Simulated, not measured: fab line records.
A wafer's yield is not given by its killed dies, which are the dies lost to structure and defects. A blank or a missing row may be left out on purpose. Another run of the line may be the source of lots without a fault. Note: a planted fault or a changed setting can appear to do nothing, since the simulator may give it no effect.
fab line records	flow rit-cmos
[record] lots = 6	wafers = 18	last-day = 8
route steps=202 shown NRETRO@63 PRETRO@64 GATE@75 FOX2@80
lots with no fault: from the same line, run without faults
start-h: hours from the record's first day to the start of the lot's first wafer shown	wait-h: time in hours since the lot's previous step	" repeats the value in the row above	L1.1+2: a single row standing in for several wafers	- no value present, or no start provided	* or withheld: withheld	< > ~ a bound
route shown NAME@n: NAME is a module with steps in the file, n the number in the route of the first one	usual: average and standard deviation across the fault-free wafers	same: alike in all rows	chamber/n: place in a boat	sites: readings site by site	_std_site: their standard deviation	_edge_site: the outer-site mean with the inner-site mean subtracted	radius-mm: for every site, how far away it sits from the centre of the wafer	mask NAME#n: copy n	behind: the last tool/chamber to shape the wafer	hold: cause of the lot's hold/its duration in hours/its outcome	device: transistor that didn't switch, given as n, p or np	end of line: the tests these same wafers got at the end of their route	step lacking rows: just its recipe	killed: at the first sort, the dies lost to defects and structure; wafer yield is something else	map: the dies of a wafer, with x for killed, . for not killed, _ for no die there
set.NAME: the setting as run; set.NAME@STEP: as run at that earlier step	model.NAME: the simulator's own value behind a step, which no gauge read
a table for each step, a row for each wafer; lots at some steps of the route
services: from which hour (start-h, from the record's first day; less than 0 if before it) a tool's chamber was out of use, for how many hours, and why
[[steps]]
[step RIT_NRETRO_TW_MEAS_10]
[usual] NRETRO_TW = 1050/4
lot.wafer	tool	chamber	start-h	wait-h	NRETRO_TW
L364.1	film-metro-01	-	34.67	0.1	1057
L364.4	"	-	"	"	1051
L364.5	"	-	"	"	1051
L367.2	film-metro-02	-	52.29	0.1	1056
L367.3	"	-	"	"	1056
L367.6	"	-	"	"	1052
L372.1	film-metro-02	-	77.69	0.1	1047
L372.5	"	-	"	"	1049
L372.6	"	-	"	"	1050
L375.1	film-metro-02	-	90.01	0.1	1053
L375.5	"	-	"	"	1051
L375.6	"	-	"	"	1051
L384.2	film-metro-01	-	142.39	0.1	1053
L384.3	"	-	"	"	1054
L384.6	"	-	"	"	1045
L386.3	film-metro-04	-	155.20	0.1	1051
L386.4	"	-	"	"	1055
L386.5	"	-	"	"	1051
[step RIT_PRETRO_HMDS_00]
[recipe] prime-time-s = 60	prime-temp-c = 140
[step RIT_PRETRO_COAT_01]
[recipe] resist = NOVOLAK	spin-rpm = 2000	resist-thk-nm = 1300
[step RIT_PRETRO_SOFTBAKE_02]
[recipe] resist = NOVOLAK	temp-c = 90	time-s = 60
[step RIT_PRETRO_EXPOSE_03]
[recipe] mask-id = M5	na = 0.57	target-cd-nm = 43700	dose-mj = 250
[step RIT_PRETRO_PEB_04]
[recipe] resist = NOVOLAK	temp-c = withheld	time-s = withheld
[step RIT_PRETRO_DEVELOP_05]
[recipe] resist = NOVOLAK	develop-time-s = 68	dev-temp-c = 23
[step RIT_PRETRO_OVL_MEAS_06]
[usual] PRETRO_OVL = -0.2/1.4
lot.wafer	tool	chamber	start-h	wait-h	PRETRO_OVL[nm]
L364.1	overlay-01	-	35.73	-	-0.3
L364.4	"	-	"	"	1.1
L364.5	"	-	"	"	1.8
L367.2	overlay-01	-	53.60	-	-0.8
L367.3	"	-	"	"	-0.4
L367.6	"	-	"	"	-2.1
L372.1	overlay-02	-	78.63	-	-1.3
L372.5	"	-	"	"	-1.4
L372.6	"	-	"	"	0.1
L375.1	overlay-01	-	90.95	-	-1.3
L375.5	"	-	"	"	0.8
L375.6	"	-	"	"	0.9
L384.2	overlay-02	-	143.45	-	1.1
L384.3	"	-	"	"	1.2
L384.6	"	-	"	"	1.0
L386.3	overlay-01	-	156.25	-	-1.4
L386.4	"	-	"	"	-1.6
L386.5	"	-	"	"	-0.1
[step RIT_PRETRO_HARDBAKE_07]
[recipe] resist = NOVOLAK	temp-c = 140	time-s = 120
[step RIT_PRETRO_IMPLANT_08]
[recipe] species = B	energy-kev = 45	dose-cm2 = 1.2e+13	tilt-deg = 7
[step RIT_PRETRO_STRIP_09]
[recipe] chemistry = O2	time-s = 180	resist = NOVOLAK	platen-temp-c = withheld	power-w = 500	pressure-mtorr = 4000	o2-flow-sccm = 4000
[usual] drypump-motor-current-A = 6.0/0.41
lot.wafer	tool	chamber	start-h	wait-h	drypump-motor-current-A	rf-hours-counter-h
L364.1	plasma-asher-02	0	36.17	0.1	6.2	39
L364.4	"	0	"	"	6.2	-
L364.5	"	1	"	"	5.5	-
L367.2	plasma-asher-03	1	54.17	0.1	6.5	40
L367.3	"	1	"	"	6.5	-
L367.6	"	1	"	"	6.5	-
L372.1	plasma-asher-02	0	79.07	0.1	6.2	43
L372.5	"	0	"	"	6.2	-
L372.6	"	1	"	"	5.5	-
L375.1	plasma-asher-01	1	91.38	0.1	6.0	29
L375.5	"	0	"	"	6.5	-
L375.6	"	1	"	"	6.0	-
L384.2	plasma-asher-02	1	143.88	0.1	5.5	50
L384.3	"	1	"	"	5.5	-
L384.6	"	1	"	"	5.5	-
L386.3	plasma-asher-01	0	156.74	0.1	6.5	-
L386.4	"	1	"	"	6.0	-
L386.5	"	1	"	"	6.0	-
[step RIT_PRETRO_TW_MEAS_10]
[usual] PRETRO_TW = 471/4.9
lot.wafer	tool	chamber	start-h	wait-h	PRETRO_TW
L364.1	film-metro-02	-	36.35	0.1	474
L364.4	"	-	"	"	476
L364.5	"	-	"	"	474
L367.2	film-metro-04	-	54.35	0.1	477
L367.3	"	-	"	"	475
L367.6	"	-	"	"	473
L372.1	film-metro-03	-	79.24	0.1	464
L372.5	"	-	"	"	467
L372.6	"	-	"	"	468
L375.1	film-metro-03	-	91.56	0.1	466
L375.5	"	-	"	"	465
L375.6	"	-	"	"	464
L384.2	film-metro-03	-	144.06	0.1	466
L384.3	"	-	"	"	464
L384.6	"	-	"	"	467
L386.3	film-metro-03	-	156.87	0.1	466
L386.4	"	-	"	"	466
L386.5	"	-	"	"	465
[step RIT_GATE_WET_ETCH_00]
[recipe] chemistry = BOE	target = SiO2	target-depth-nm = 56	time-s = 60	dry = n2-spin	dilution = 10:1	temp-c = 21.5
[usual] run-length-s = 89/3.1
lot.wafer	tool	chamber	start-h	wait-h	run-length-s	model.SiO2_of_FOX2_OXIDATION_00.thk-nm
L364.1	wet-bench-04	2	36.41	0.1	88	257.8
L364.4	"	2	"	"	88	263.1
L364.5	"	2	"	"	88	263.8
L367.2	wet-bench-03	2	54.40	0.0	92	273.9
L367.3	"	2	"	"	92	272.9
L367.6	"	2	"	"	92	274.3
L372.1	wet-bench-04	2	79.30	0.1	52	302.9
L372.5	"	2	"	"	52	299
L372.6	"	2	"	"	52	302.9
L375.1	wet-bench-04	2	91.62	0.1	46	302.5
L375.5	"	2	"	"	46	302.7
L375.6	"	2	"	"	46	299.8
L384.2	wet-bench-01	2	144.11	0.0	87	269.1
L384.3	"	2	"	"	87	261.9
L384.6	"	2	"	"	87	263.3
L386.3	wet-bench-01	0	156.91	0.0	86	254.1
L386.4	"	0	"	"	86	257.6
L386.5	"	0	"	"	86	261.8
[step RIT_GATE_CLEAN_01]
[recipe] chemistry = SC1	mix = 3:3:50	time-s = 600	temp-c = 75
[step RIT_GATE_CLEAN_02]
[recipe] chemistry = dHF	dilution = 50:1	time-s = 30
[step RIT_GATE_CLEAN_03]
[recipe] chemistry = SC2	mix = 3:3:50	time-s = 600	temp-c = 75	dry = n2-spin
[step RIT_GATE_CLEAN_04]
[recipe] chemistry = dHF	dilution = 50:1	time-s = 60	dry = n2-spin
[step RIT_FOX2_THK_MEAS_91]
[recipe] reads = SiO2_of_FOX2_OXIDATION_00
[usual] FIELD_OXIDE_LEFT_2_THK = 253/5.8
lot.wafer	tool	chamber	start-h	wait-h	FIELD_OXIDE_LEFT_2_THK[nm]
L364.1	film-metro-01	-	37.31	0.0	245
L364.4	"	-	"	"	251
L364.5	"	-	"	"	252
L367.2	film-metro-03	-	54.83	0.0	262
L367.3	"	-	"	"	261
L367.6	"	-	"	"	262
L372.1	film-metro-03	-	79.77	0.0	291
L372.5	"	-	"	"	287
L372.6	"	-	"	"	291
L375.1	film-metro-03	-	92.03	0.0	290
L375.5	"	-	"	"	291
L375.6	"	-	"	"	288
L384.2	film-metro-01	-	144.55	0.0	257
L384.3	"	-	"	"	250
L384.6	"	-	"	"	251
L386.3	film-metro-03	-	157.37	0.0	242
L386.4	"	-	"	"	245
L386.5	"	-	"	"	250
[step RIT_GATE_OXIDATION_05]
[recipe] temp-c = 900	ambient = O2	target-thk-a = 30	ox-time-s = 270
[step RIT_GATE_ANNEAL_06]
[recipe] temp-c = 900	time-s = 600	ambient = N2O
[step RIT_GATE_CVD_08]
[recipe] material = poly-Si	target-thk-nm = 250	temp-c = 610	precursor = SiH4	time-s = 2220	pressure-mtorr = 300	sih4-flow-sccm = 100
[step RIT_GATE_HMDS_10]
[recipe] prime-time-s = 60	prime-temp-c = 140
[step RIT_GATE_COAT_11]
[recipe] resist = NOVOLAK	spin-rpm = 4250	resist-thk-nm = 850
[step RIT_GATE_SOFTBAKE_12]
[recipe] resist = NOVOLAK	temp-c = 90	time-s = 60
[step RIT_GATE_EXPOSE_13]
[recipe] mask-id = M6	na = 0.6	source-shape = conventional	sigma-outer = 0.6	target-cd-nm = 150	dose-mj = 380
[step RIT_GATE_PEB_14]
[recipe] resist = NOVOLAK	temp-c = withheld	time-s = withheld
[step RIT_GATE_DEVELOP_15]
[recipe] resist = NOVOLAK	develop-time-s = 50	dev-temp-c = 23
[step RIT_GATE_CD_MEAS_16]
[recipe] target-cd-nm = 150
[usual] cd-nm = 150.3/2.6
lot.wafer	tool	chamber	start-h	wait-h	cd-nm
L364.1	cd-sem-01	-	42.36	-	149.3
L364.4	"	-	"	"	151.1
L364.5	"	-	"	"	149.2
L367.2	cd-sem-01	-	59.73	-	146.7
L367.3	"	-	"	"	144.5
L367.6	"	-	"	"	145.5
L372.1	cd-sem-01	-	83.87	-	151.1
L372.5	"	-	"	"	150.9
L372.6	"	-	"	"	148.8
L375.1	cd-sem-02	-	97.88	-	148.3
L375.5	"	-	"	"	148.2
L375.6	"	-	"	"	149.1
L384.2	cd-sem-01	-	152.27	-	150.6
L384.3	"	-	"	"	148.2
L384.6	"	-	"	"	152.3
L386.3	cd-sem-02	-	163.48	-	146.6
L386.4	"	-	"	"	146.7
L386.5	"	-	"	"	147.5
[step RIT_GATE_OVL_MEAS_17]
[usual] GATE_OVL = -0.3/1.3
lot.wafer	tool	chamber	start-h	wait-h	GATE_OVL[nm]
L364.1	overlay-01	-	42.48	0.1	0.9
L364.4	"	-	"	"	0.2
L364.5	"	-	"	"	1.7
L367.2	overlay-02	-	59.84	0.1	-0.5
L367.3	"	-	"	"	1.3
L367.6	"	-	"	"	-0.7
L372.1	overlay-02	-	83.99	0.1	0.6
L372.5	"	-	"	"	-0.3
L372.6	"	-	"	"	0.1
L375.1	overlay-01	-	98.00	0.1	1.4
L375.5	"	-	"	"	0.5
L375.6	"	-	"	"	-0.5
L384.2	overlay-01	-	152.38	0.1	-1.5
L384.3	"	-	"	"	-1.5
L384.6	"	-	"	"	-3.0
L386.3	overlay-02	-	163.57	0.1	0.5
L386.4	"	-	"	"	-0.3
L386.5	"	-	"	"	0.3
[step RIT_GATE_HARDBAKE_18]
[recipe] resist = NOVOLAK	temp-c = 140	time-s = 60
[step RIT_GATE_ETCH_19]
[recipe] chemistry = SF6/CHF3/O2	time-s = 165	SF6_flow_sccm = 30	CHF3_flow_sccm = 30	O2_flow_sccm = 5	target = poly-Si	pressure-mtorr = 40	rf-w = 160	target-depth-a = 3125	over-etch-frac = 0.25	stop-on = SiO2
[usual] drypump-motor-current-A = 5.6/0.32	oes-product-au = 0.858/0.013	run-length-s = 193.02/0.29	throttle-valve-pct = 10.21/0.15
lot.wafer	tool	chamber	start-h	wait-h	drypump-motor-current-A	oes-product-au	rf-hours-counter-h	run-length-s	throttle-valve-pct	model.SiO2_of_FOX2_OXIDATION_00.thk-nm
L364.1	rie-si-01	1	42.67	0.1	5.3	0.834	86	193.20	9.92	234.8
L364.4	"	2	"	"	6.1	0.849	-	192.51	10.26	240.1
L364.5	"	1	"	"	5.3	0.852	-	193.00	9.92	240.8
L367.2	rie-si-02	1	60.02	0.1	6.1	0.871	2	192.82	10.14	251.1
L367.3	"	0	"	"	5.6	0.832	56	192.77	10.18	249.9
L367.6	"	3	"	"	5.3	0.852	-	192.61	10.43	251.2
L372.1	rie-si-01	2	84.18	0.1	6.1	0.853	98	192.71	10.27	279.9
L372.5	"	2	"	"	6.1	0.861	-	192.79	10.26	275.9
L372.6	"	1	"	"	5.3	0.845	-	193.48	9.90	280.1
L375.1	rie-si-02	3	98.19	0.1	5.2	0.864	2	193.10	10.45	279.6
L375.5	"	1	"	"	6.0	0.864	-	193.24	10.14	279.9
L375.6	"	0	"	"	5.7	0.845	-	192.99	10.18	276.7
L384.2	rie-si-01	2	152.56	0.1	6.1	0.857	98	192.67	10.25	246.2
L384.3	"	1	"	"	5.3	0.855	87	193.24	9.92	239
L384.6	"	2	"	"	6.1	0.852	-	192.94	10.27	240.4
L386.3	rie-si-01	0	163.75	0.1	5.3	0.860	2	193.08	10.36	230.9
L386.4	"	3	"	"	5.5	0.871	112	193.52	10.29	234.7
L386.5	"	3	"	"	5.5	0.873	-	192.66	10.29	238.8
[step RIT_GATE_STRIP_20]
[recipe] chemistry = O2	time-s = 180	resist = NOVOLAK	platen-temp-c = withheld	power-w = 500	pressure-mtorr = 4000	o2-flow-sccm = 4000
[usual] drypump-motor-current-A = 5.9/0.38
lot.wafer	tool	chamber	start-h	wait-h	drypump-motor-current-A	rf-hours-counter-h
L364.1	plasma-asher-03	1	42.78	0.1	6.4	39
L364.4	"	1	"	"	6.4	-
L364.5	"	0	"	"	5.4	-
L367.2	plasma-asher-03	1	60.13	0.1	6.4	41
L367.3	"	0	"	"	5.4	-
L367.6	"	0	"	"	5.4	-
L372.1	plasma-asher-02	0	84.29	0.1	6.2	44
L372.5	"	1	"	"	5.5	-
L372.6	"	0	"	"	6.2	-
L375.1	plasma-asher-03	1	98.30	0.1	6.4	44
L375.5	"	0	"	"	5.4	-
L375.6	"	1	"	"	6.4	-
L384.2	plasma-asher-03	1	152.67	0.1	6.5	3
L384.3	"	1	"	"	6.4	-
L384.6	"	1	"	"	6.5	-
L386.3	plasma-asher-04	1	163.91	0.1	5.7	-
L386.4	"	0	"	"	5.9	-
L386.5	"	1	"	"	5.7	-
[[services]]
tool	chamber	start-h	hours	kind
plasma-asher-01	-	18.18	1.8	repair
rie-si-01	3	19.07	45.1	repair
plasma-asher-01	-	19.20	6.0	repair
rie-si-01	-	23.55	4.3	pm
plasma-asher-02	-	43.78	0.9	repair
rie-si-02	-	49.03	0.3	repair
plasma-asher-03	-	56.69	2.8	pm
rie-si-01	0	78.93	11.9	repair
plasma-asher-03	-	108.75	9.0	pm
plasma-asher-03	0	108.75	9.0	vent-cycle
plasma-asher-03	1	108.75	9.0	vent-cycle
plasma-asher-03	0	117.75	-	clean
plasma-asher-03	1	117.75	-	clean
plasma-asher-03	-	142.18	0.6	repair
[[key]]
[first-sign] step = RIT_GATE_WET_ETCH_00	reading = run-length-s	direction = down	sigmas = 13	usual = *	struck = *
[effect] step = RIT_FOX2_THK_MEAS_91	reading = FIELD_OXIDE_LEFT_2_THK	direction = up	sigmas = 6.2	usual = 253	struck = 290
[model-effect] step = RIT_GATE_WET_ETCH_00	value = SiO2_of_FOX2_OXIDATION_00.thk-nm	without = 262.7	struck = 301.6
[model-effect] step = RIT_GATE_ETCH_19	value = SiO2_of_FOX2_OXIDATION_00.thk-nm	without = 239.8	struck = 278.7
met-at RIT_GATE_WET_ETCH_00
struck-wafers L372.1,L372.5,L372.6,L375.1,L375.5,L375.6
later-rows-left-out L372.1,L372.5,L372.6,L375.1,L375.5,L375.6
sort-left-out L372.1,L372.5,L372.6,L375.1,L375.5,L375.6
tester-left-out L372,L375
onset-between 36.41 79.30
[fault] kind = process-parameter-drift	tool = wet-bench-04	chamber = 2	onset-h = 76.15	steps = RIT_GATE_WET_ETCH_00	channel = time-s	offset = *	shape = step	end-h = 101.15	acts-in = *	stated = *
// tester-left-out: of these lots the tester's yield and bins aren't shown, on N5 and GAA mostly nor the transistor test; their killed dies are dies lost to structure and defects alone, not to doping, threshold or leakage, so they don't give the yield
// sort-left-out: the simulated sort isn't trusted on such a fault, so these wafers' sort isn't shown, and their yield isn't known
// later-rows-left-out: the simulator's readings of these wafers behind a module that went badly wrong aren't trusted and aren't shown, but for the sort
